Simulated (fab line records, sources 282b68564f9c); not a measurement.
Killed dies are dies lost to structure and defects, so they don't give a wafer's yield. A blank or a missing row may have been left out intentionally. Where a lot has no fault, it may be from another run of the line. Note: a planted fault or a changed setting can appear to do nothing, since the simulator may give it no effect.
fab line records -- flow rit-cmos
record lots=7, wafers=21, last-day=7
route steps=202 shown GATE@96 REOX@98 NLDD@103 M1@202
lots untouched by any fault: they come from a run of this same line in which no faults occurred
start-h: hours from the record's first day to the start of the lot's first wafer shown -- wait-h: hours from the lot's prior step to this one -- " as in the row above -- L1.1+2: a single row standing in for several wafers -- - value missing, or start not given -- * or withheld: withheld -- < > ~ a bound
route shown NAME@n: NAME is a module with steps in the file, n the number in the route of the first one -- usual: average and standard deviation across the fault-free wafers -- same: alike in all rows -- chamber/n: place in a boat -- sites: the reading at each site -- _std_site: how widely they spread, as a standard deviation -- _edge_site: outer sites' mean less inner sites' -- radius-mm: for every site, how far away it sits from the centre of the wafer -- mask NAME#n: copy n -- behind: tool/chamber where the wafer was last shaped -- hold: why the lot went on hold/how many hours it stayed there/how the hold came to an end -- device: transistor that didn't switch, given as n, p or np -- end of line: the same wafers' tests at the end of the route -- step lacking rows: just its recipe -- killed: at the first sort, the dies lost to defects and structure; wafer yield is something else -- map: per-die view of a wafer (x killed, . not killed, _ where there is no die)
set.NAME: setting as actually run; set.NAME@STEP: the setting as run at that earlier step -- model.NAME: the simulator's own value behind a step, which no gauge read
lots seen at some steps along the route; tables by step, rows by wafer
services: from which hour (start-h, from the record's first day; less than 0 if before it) a tool's chamber was out of use, for how many hours, and why
## steps
# step RIT_GATE_STRIP_20
# recipe chemistry=O2, time-s=180, resist=NOVOLAK, platen-temp-c=withheld, power-w=500, pressure-mtorr=4000, o2-flow-sccm=4000
# usual drypump-motor-current-A=5.8/0.46
lot.wafer,tool,chamber,start-h,wait-h,drypump-motor-current-A,rf-hours-counter-h
L824.3,plasma-asher-04,0,37.25,0.1,5.9,-
L824.4,plasma-asher-04,1,37.25,0.1,5.7,-
L824.6,plasma-asher-04,1,37.25,0.1,5.7,-
L826.2,plasma-asher-03,0,46.93,0.1,6.6,43
L826.4,plasma-asher-03,1,46.93,0.1,5.7,-
L826.6,plasma-asher-03,0,46.93,0.1,6.7,-
L837.1,plasma-asher-04,0,101.73,0.1,5.9,48
L837.2,plasma-asher-04,1,101.73,0.1,5.7,48
L837.3,plasma-asher-04,1,101.73,0.1,5.7,-
L840.1,plasma-asher-02,1,116.87,0.1,5.1,51
L840.5,plasma-asher-02,1,116.87,0.1,5.1,-
L840.6,plasma-asher-02,0,116.87,0.1,6.2,-
L841.2,plasma-asher-04,1,123.37,0.1,5.7,1
L841.3,plasma-asher-04,1,123.37,0.1,5.7,-
L841.6,plasma-asher-04,0,123.37,0.1,5.9,-
L842.1,plasma-asher-04,1,127.00,0.1,5.7,1
L842.2,plasma-asher-04,0,127.00,0.1,5.9,1
L842.4,plasma-asher-04,0,127.00,0.1,5.9,-
L845.2,plasma-asher-02,0,142.10,0.1,6.1,54
L845.4,plasma-asher-02,0,142.10,0.1,6.2,-
L845.5,plasma-asher-02,1,142.10,0.1,5.1,-
# step RIT_GATE_CD_MEAS_90
# recipe target-cd-nm=150
# usual cd-nm=150.1/2.9
lot.wafer,tool,chamber,start-h,wait-h,cd-nm
L824.3,cd-sem-02,-,37.41,0.1,146.5
L824.4,cd-sem-02,-,37.41,0.1,149.7
L824.6,cd-sem-02,-,37.41,0.1,148.1
L826.2,cd-sem-01,-,47.13,0.1,153.4
L826.4,cd-sem-01,-,47.13,0.1,153.1
L826.6,cd-sem-01,-,47.13,0.1,153.1
L837.1,cd-sem-02,-,101.91,0.1,153.4
L837.2,cd-sem-02,-,101.91,0.1,155.9
L837.3,cd-sem-02,-,101.91,0.1,156.3
L840.1,cd-sem-02,-,117.04,0.1,150.9
L840.5,cd-sem-02,-,117.04,0.1,148.4
L840.6,cd-sem-02,-,117.04,0.1,149.8
L841.2,cd-sem-01,-,123.56,0.1,149.2
L841.3,cd-sem-01,-,123.56,0.1,149.7
L841.6,cd-sem-01,-,123.56,0.1,149.8
L842.1,cd-sem-01,-,127.17,0.1,148.4
L842.2,cd-sem-01,-,127.17,0.1,147.5
L842.4,cd-sem-01,-,127.17,0.1,147.6
L845.2,cd-sem-02,-,142.30,0.1,148.3
L845.4,cd-sem-02,-,142.30,0.1,149.7
L845.5,cd-sem-02,-,142.30,0.1,148.2
# step RIT_REOX_CLEAN_00
# recipe chemistry=SC1, mix=3:3:50, time-s=600, temp-c=75
# step RIT_REOX_CLEAN_01
# recipe chemistry=dHF, dilution=50:1, time-s=30
# step RIT_REOX_CLEAN_02
# recipe chemistry=SC2, mix=3:3:50, time-s=600, temp-c=75, dry=n2-spin
# step RIT_REOX_OXIDATION_03
# recipe temp-c=900, ambient=O2, target-thk-a=252, ox-time-s=5580
# step RIT_REOX_THK_MEAS_04
# recipe reads=SiO2_of_REOX_OXIDATION_03
# usual REOX_OXIDE_THK=25.3/0.5
lot.wafer,tool,chamber,start-h,wait-h,REOX_OXIDE_THK[nm]
L824.3,film-metro-03,-,40.43,0.0,25.0
L824.4,film-metro-03,-,40.43,0.0,24.9
L824.6,film-metro-03,-,40.43,0.0,24.6
L826.2,film-metro-04,-,50.15,0.0,26.4
L826.4,film-metro-04,-,50.15,0.0,26.6
L826.6,film-metro-04,-,50.15,0.0,26.0
L837.1,film-metro-04,-,105.14,0.0,25.5
L837.2,film-metro-04,-,105.14,0.0,25.1
L837.3,film-metro-04,-,105.14,0.0,25.5
L840.1,film-metro-02,-,120.08,0.0,25.7
L840.5,film-metro-02,-,120.08,0.0,25.8
L840.6,film-metro-02,-,120.08,0.0,25.8
L841.2,film-metro-02,-,126.59,0.0,25.0
L841.3,film-metro-02,-,126.59,0.0,25.3
L841.6,film-metro-02,-,126.59,0.0,25.2
L842.1,film-metro-02,-,130.87,0.0,24.9
L842.2,film-metro-02,-,130.87,0.0,25.2
L842.4,film-metro-02,-,130.87,0.0,25.3
L845.2,film-metro-02,-,145.59,0.0,24.6
L845.4,film-metro-02,-,145.59,0.0,24.8
L845.5,film-metro-02,-,145.59,0.0,24.5
# step RIT_NLDD_HMDS_00
# recipe prime-time-s=60, prime-temp-c=140
# step RIT_NLDD_COAT_01
# recipe resist=NOVOLAK, spin-rpm=3250, resist-thk-nm=1000
# step RIT_NLDD_SOFTBAKE_02
# recipe resist=NOVOLAK, temp-c=90, time-s=60
# step RIT_NLDD_EXPOSE_03
# recipe mask-id=M7, na=0.57, target-cd-nm=40700, dose-mj=250
# step RIT_NLDD_PEB_04
# recipe resist=NOVOLAK, temp-c=withheld, time-s=withheld
# step RIT_NLDD_DEVELOP_05
# recipe resist=NOVOLAK, develop-time-s=50, dev-temp-c=23
# usual developer-temp-C=22.99/0.094
lot.wafer,tool,chamber,start-h,wait-h,developer-temp-C
L824.3,litho-track-01,0,41,-,23.02
L824.4,litho-track-01,0,41,-,22.97
L824.6,litho-track-01,0,41,-,23.01
L826.2,litho-track-04,0,51,-,22.95
L826.4,litho-track-04,0,51,-,23.02
L826.6,litho-track-04,0,51,-,23.07
L837.1,litho-track-02,0,105,-,23.09
L837.2,litho-track-02,0,105,-,23.02
L837.3,litho-track-02,0,105,-,23.00
L840.1,litho-track-04,0,120,-,25.23
L840.5,litho-track-04,0,120,-,25.05
L840.6,litho-track-04,0,120,-,25.16
L841.2,litho-track-04,0,127,-,25.41
L841.3,litho-track-04,0,127,-,25.33
L841.6,litho-track-04,0,127,-,25.26
L842.1,litho-track-04,0,131,-,25.22
L842.2,litho-track-04,0,131,-,25.16
L842.4,litho-track-04,0,131,-,25.17
L845.2,litho-track-02,0,146,-,23.07
L845.4,litho-track-02,0,146,-,22.87
L845.5,litho-track-02,0,146,-,23.00
# step RIT_NLDD_OVL_MEAS_06
# usual NLDD_OVL=0.2/1.1
lot.wafer,tool,chamber,start-h,wait-h,NLDD_OVL[nm]
L824.3,overlay-02,-,41.46,-,1.3
L824.4,overlay-02,-,41.46,-,-0.9
L824.6,overlay-02,-,41.46,-,0.8
L826.2,overlay-01,-,51.19,-,0.0
L826.4,overlay-01,-,51.19,-,-0.4
L826.6,overlay-01,-,51.19,-,0.8
L837.1,overlay-01,-,106.05,-,-0.4
L837.2,overlay-01,-,106.05,-,0.1
L837.3,overlay-01,-,106.05,-,0.3
L840.1,overlay-02,-,120.99,-,-0.3
L840.5,overlay-02,-,120.99,-,-0.8
L840.6,overlay-02,-,120.99,-,-2.1
L841.2,overlay-02,-,127.50,-,-0.1
L841.3,overlay-02,-,127.50,-,-0.2
L841.6,overlay-02,-,127.50,-,3.0
L842.1,overlay-02,-,131.90,-,0.1
L842.2,overlay-02,-,131.90,-,1.5
L842.4,overlay-02,-,131.90,-,0.1
L845.2,overlay-01,-,146.62,-,0.1
L845.4,overlay-01,-,146.62,-,-0.5
L845.5,overlay-01,-,146.62,-,1.6
# step RIT_M1_PROBE_99
# usual killed-at-front-end=7.5/2.8, killed-dies=7.6/2.8, killed-open=3.9/2.1, killed-short=3.7/1.7
# same gross-dies=264, killed_at_M0_to_M3=0, killed_at_M4_up=0, killed-at-back-side=0, killed-at-contacts=0, killed-at-other=0
lot.wafer,tool,chamber,start-h,wait-h,killed-at-front-end,killed-dies,killed-open,killed-short
L824.3,prober-01,-,57.64,0.2,11,11,5,6
L824.4,prober-01,-,57.69,0.2,14,14,7,7
L824.6,prober-01,-,57.79,0.2,5,5,2,3
L826.2,prober-01,-,66.66,0.1,14,14,8,6
L826.4,prober-01,-,66.76,0.2,4,4,1,3
L826.6,prober-01,-,66.86,0.2,10,10,6,4
L837.1,prober-02,-,121.46,0.1,8,8,5,3
L837.2,prober-02,-,121.51,0.1,7,7,2,3
L837.3,prober-02,-,121.56,0.2,4,4,2,2
L840.1,prober-01,-,136.31,0.1,5,5,2,3
L840.5,prober-01,-,136.51,0.2,6,6,4,2
L840.6,prober-01,-,136.56,0.2,5,5,2,3
L841.2,prober-02,-,143.20,0.1,13,13,5,8
L841.3,prober-02,-,143.25,0.2,7,7,3,4
L841.6,prober-02,-,143.40,0.2,9,9,3,6
L842.1,prober-01,-,148.61,0.1,6,6,2,4
L842.2,prober-01,-,148.66,0.1,8,8,4,4
L842.4,prober-01,-,148.76,0.2,1,1,1,0
L845.2,prober-02,-,162.78,0.1,9,9,3,6
L845.4,prober-02,-,162.88,0.2,6,6,2,4
L845.5,prober-02,-,162.93,0.2,6,6,5,1
# killed by level:class
L824.3 FOX2:geometric-particle:open=2 GATE:geometric-particle:open=2 REOX:geometric-particle:short=2 SPACER:geometric-particle:short=2 GATE:geometric-particle:short=1 SPACER:geometric-particle:open=1 SILICIDE:geometric-particle:short=1
L824.4 GATE:geometric-particle:short=4 FOX1:geometric-particle:open=3 GATE:geometric-particle:open=3 FOX1:geometric-particle:short=1 FOX2:geometric-particle:short=1 SILICIDE:geometric-particle:short=1 SILICIDE:geometric-particle:open=1
L824.6 GATE:geometric-particle:short=2 FOX1:geometric-particle:open=1 FOX2:geometric-particle:short=1 GATE:geometric-particle:open=1
L826.2 SILICIDE:geometric-particle:open=3 FOX1:geometric-particle:open=2 FOX1:geometric-particle:short=2 GATE:geometric-particle:short=2 REOX:geometric-particle:open=2 REOX:geometric-particle:short=2 SPACER:geometric-particle:open=1
L826.4 FOX1:geometric-particle:open=1 FOX2:geometric-particle:short=1 REOX:geometric-particle:short=1 SILICIDE:geometric-particle:short=1
L826.6 FOX1:geometric-particle:short=3 FOX1:geometric-particle:open=2 SILICIDE:geometric-particle:open=2 FOX2:geometric-particle:short=1 FOX2:geometric-particle:open=1 REOX:geometric-particle:open=1
L837.1 SPACER:geometric-particle:open=3 GATE:geometric-particle:short=2 GATE:geometric-particle:open=1 SPACER:geometric-particle:short=1 SILICIDE:geometric-particle:open=1
L837.2 PLDD:coat-microbubble-printed=2 GATE:geometric-particle:short=1 SPACER:geometric-particle:open=1 SPACER:geometric-particle:short=1 SILICIDE:geometric-particle:short=1 SILICIDE:geometric-particle:open=1
L837.3 SPACER:geometric-particle:open=2 SPACER:geometric-particle:short=2
L840.1 GATE:geometric-particle:short=2 SPACER:geometric-particle:open=1 SILICIDE:geometric-particle:open=1 SILICIDE:geometric-particle:short=1
L840.5 SPACER:geometric-particle:open=3 GATE:geometric-particle:short=1 SPACER:geometric-particle:short=1 SILICIDE:geometric-particle:open=1
L840.6 FOX1:geometric-particle:short=1 REOX:geometric-particle:open=1 SPACER:geometric-particle:short=1 SILICIDE:geometric-particle:short=1 SILICIDE:geometric-particle:open=1
L841.2 GATE:geometric-particle:short=3 FOX1:geometric-particle:short=2 FOX1:geometric-particle:open=2 GATE:geometric-particle:open=2 FOX2:geometric-particle:short=1 REOX:geometric-particle:short=1 REOX:geometric-particle:open=1 SPACER:geometric-particle:short=1
L841.3 SILICIDE:geometric-particle:short=2 FOX1:geometric-particle:short=1 FOX2:geometric-particle:open=1 GATE:geometric-particle:short=1 SPACER:geometric-particle:open=1 SILICIDE:geometric-particle:open=1
L841.6 SILICIDE:geometric-particle:short=3 FOX1:geometric-particle:short=2 FOX1:geometric-particle:open=1 FOX2:geometric-particle:open=1 GATE:geometric-particle:short=1 SILICIDE:geometric-particle:open=1
L842.1 GATE:geometric-particle:short=3 FOX2:geometric-particle:short=1 GATE:geometric-particle:open=1 SILICIDE:geometric-particle:open=1
L842.2 FOX1:geometric-particle:open=2 FOX1:geometric-particle:short=1 GATE:geometric-particle:open=1 GATE:geometric-particle:short=1 SPACER:geometric-particle:short=1 SILICIDE:geometric-particle:short=1 SILICIDE:geometric-particle:open=1
L842.4 SPACER:geometric-particle:open=1
L845.2 GATE:geometric-particle:short=2 GATE:geometric-particle:open=2 REOX:geometric-particle:short=2 FOX1:geometric-particle:short=1 FOX2:geometric-particle:short=1 REOX:geometric-particle:open=1
L845.4 FOX2:geometric-particle:short=1 FOX2:geometric-particle:open=1 GATE:geometric-particle:short=1 REOX:geometric-particle:short=1 SILICIDE:geometric-particle:open=1 SILICIDE:geometric-particle:short=1
L845.5 GATE:geometric-particle:open=2 FOX2:geometric-particle:open=1 SILICIDE:geometric-particle:open=1 GATE:geometric-particle:short=1 REOX:geometric-particle:open=1
## services
tool,chamber,start-h,hours,kind
plasma-asher-04,-,108.75,9.0,pm
plasma-asher-04,0,108.75,9.0,vent-cycle
plasma-asher-04,1,108.75,9.0,vent-cycle
plasma-asher-04,0,117.75,-,clean
plasma-asher-04,1,117.75,-,clean
plasma-asher-03,-,132.28,2.8,pm
## key
first-sign step=RIT_NLDD_DEVELOP_05, reading=developer-temp-C, direction=up, sigmas=24, usual=*, struck=*
effect none on later readings
met-at RIT_NLDD_DEVELOP_05
struck-wafers L840.1,L840.5,L840.6,L841.2,L841.3,L841.6,L842.1,L842.2,L842.4
tester-left-out L840,L841,L842
onset-between 51 120
fault kind=process-parameter-drift, tool=litho-track-04, chamber=-, onset-h=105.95, steps=RIT_NLDD_DEVELOP_05, channel=dev-temp-c, offset=*, shape=step, end-h=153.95, acts-in=*, stated=*
# tester-left-out: of these lots the tester's yield and bins aren't shown, on N5 and GAA mostly nor the transistor test; their killed dies are dies lost to structure and defects alone, not to doping, threshold or leakage, so they don't give the yield
